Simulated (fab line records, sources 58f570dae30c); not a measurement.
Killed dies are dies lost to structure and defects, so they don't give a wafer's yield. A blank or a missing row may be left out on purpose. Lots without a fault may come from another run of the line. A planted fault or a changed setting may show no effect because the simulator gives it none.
A struck lot beside a sound one | flow berkeley_cmos170 | 26 steps out of a route of 331
Sound: wafers L330.2, L330.4, L330.5. Struck: wafers L341.4, L341.6. (L341.2 of the same lot was not struck and is left out.) The cause comes at the end.
At each step with rows: each side's tool, then ch and its chambers, then its first start. Under that, the readings that differ: sound wafers | struck wafers | difference of the means | sigmas: that difference in standard deviations of wafers without a fault.
alike: readings whose means differ by less than 2 such deviations, and words and numbers that are the same on both sides. not compared: withheld readings, readings that some wafer has no value for, bounds like >300 that may hide the same value, and numbers for which the record gives no deviation and whose values overlap.
The two part at a step that has a row with sigmas, a row that says differs or no value, or rows on one side only. Numbers that don't overlap but have no deviation are shown without sigmas and don't part them. A reading that every wafer of one side lacks parts them only if that side has two wafers or more.

first, 4 steps without rows for these wafers: UCB170_M2_SOFTBAKE_11 (time 60 s); UCB170_M2_EXPOSE_12 (exposes mask METAL2, target cd 700 nm); UCB170_M2_PEB_13; UCB170_M2_DEVELOP_14 (develop time 45 s).
UCB170_M2_CD_MEAS_15: target cd 700 nm.
  sound on cd_sem-02, day 7 12:55; struck on cd_sem-01, day 9 14:49
  alike: cd_nm
UCB170_M2_OVL_MEAS_16:
  sound on overlay-02, day 7 13:01; struck on overlay-02, day 9 14:56
  alike: M2_OVL
UCB170_M2_ETCH_17: etches BARC in N2/H2.
  sound on rie_diel-02 ch 1,2, day 7 13:02; struck on rie_diel-01 ch 1,2, day 9 14:58
  alike: drypump_motor_current_A, oes_product_au, throttle_valve_pct
UCB170_M2_METAL_ETCH_18: etches Al in Cl2/BCl3, stops on SiO2, target depth 1170 nm, time 195 s.
  sound on rie_metal-02 ch 0,1, day 7 13:05; struck on rie_metal-04 ch 0, day 9 15:00
  alike: drypump_motor_current_A, oes_product_au, throttle_valve_pct
  not compared: rf_hours_counter_h
UCB170_M2_STRIP_19: strips in O2.
  sound on plasma_asher-04 ch 0, day 7 13:16; struck on plasma_asher-03 ch 1, day 9 15:11
  reading               | sound             | struck      | difference | sigmas
  oes_product_au (a.u.) | 0.557 0.569 0.568 | 0.530 0.533 | -0.033     | -2
  alike: drypump_motor_current_A, o2_flow_sccm
  not compared: rf_hours_counter_h
UCB170_M2_CD_MEAS_90: target cd 700 nm.
  sound on cd_sem-01, day 7 13:23; struck on cd_sem-01, day 9 15:19
  alike: cd_nm
UCB170_V2_CVD_00: deposits SiO2 from TEOS/O2, target thk 2000 nm, time 250 s.
  sound on pecvd-03 ch 0,2, day 7 13:29; struck on pecvd-04 ch 1,2, day 9 15:25
  alike: heater_power_w
UCB170_V2_THK_MEAS_01:
  sound on film_metro-04, day 7 13:44; struck on film_metro-03, day 9 15:34
  alike: V2_TEOS_THK
UCB170_V2_CMP_02: polishes SiO2.
  sound on cmp-01 ch 1,3, day 7 13:50; struck on cmp-01 ch 0, day 9 15:40
  reading                             | sound            | struck    | difference | sigmas
  model.SiO2_of_V2_CVD_00.thk_nm (nm) | 999.5 999.2 1000 | 1362 1353 | +358       |
  alike: motor_current_A
UCB170_V2_BOW_MEAS_03:
  sound on film_metro-03, day 7 14:07; struck on film_metro-02, day 9 15:56
  alike: V2_BOW
UCB170_V2_THK_MEAS_04:
  sound on film_metro-03, day 7 14:13; struck on film_metro-02, day 9 16:03
  reading              | sound              | struck        | difference | sigmas
  V2_POLISHED_THK (nm) | 999.8 999.1 1000.5 | 1362.3 1354.3 | +358.5     | +99 or more
then, 7 steps without rows for these wafers: UCB170_V2_CLEAN_05 (cleans in DIW); UCB170_V2_HMDS_06 (prime time 60 s); UCB170_V2_COAT_07 (resist thk 900 nm); UCB170_V2_SOFTBAKE_08 (time 60 s); UCB170_V2_EXPOSE_09 (exposes mask VIA2, target cd 700 nm); UCB170_V2_PEB_10; UCB170_V2_DEVELOP_11 (develop time 45 s).
UCB170_V2_CD_MEAS_12: target cd 700 nm.
  sound on cd_sem-01, day 7 15:26; struck on cd_sem-01, day 9 17:31
  alike: cd_nm
UCB170_V2_OVL_MEAS_13:
  sound on overlay-02, day 7 15:32; struck on overlay-02, day 9 17:37
  alike: V2_OVL
UCB170_V2_ETCH_14: etches SiO2 in CHF3/CF4/Ar, stops on Al, target depth 1250 nm, time 291 s.
  sound on rie_diel-01 ch 2,3, day 7 15:34; struck on rie_diel-04 ch 1,3, day 9 17:39
  reading                        | sound             | struck      | difference | sigmas
  oes_product_au (a.u.)          | 0.867 0.878 0.879 | 1.038 1.046 | +0.167     | +12
  throttle_valve_pct (%)         | 6.91 6.83 6.83    | 7.11 7.12   | +0.26      | +2
  model.etch.depth_nm (nm)       | 999.5 999.2 1000  | 1262 1310   | +286       |
  model.V2.feature_depth_nm (nm) | 999.5 999.2 1000  | 1262 1310   | +286       |
  alike: CHF3_flow_sccm, drypump_motor_current_A
  not compared: rf_hours_counter_h
UCB170_V2_STRIP_15: strips in O2.
  sound on plasma_asher-04 ch 0,1, day 7 15:44; struck on plasma_asher-01 ch 1, day 9 17:50
  alike: drypump_motor_current_A, o2_flow_sccm, oes_product_au, strip_time_to_endpoint_s
  not compared: rf_hours_counter_h

WHERE THEY PART
First at UCB170_M2_STRIP_19; last, within this record, at UCB170_V2_ETCH_14. Later steps at which nothing parts them and some readings are alike: UCB170_V2_STRIP_15.

WHY: what the simulator had put in
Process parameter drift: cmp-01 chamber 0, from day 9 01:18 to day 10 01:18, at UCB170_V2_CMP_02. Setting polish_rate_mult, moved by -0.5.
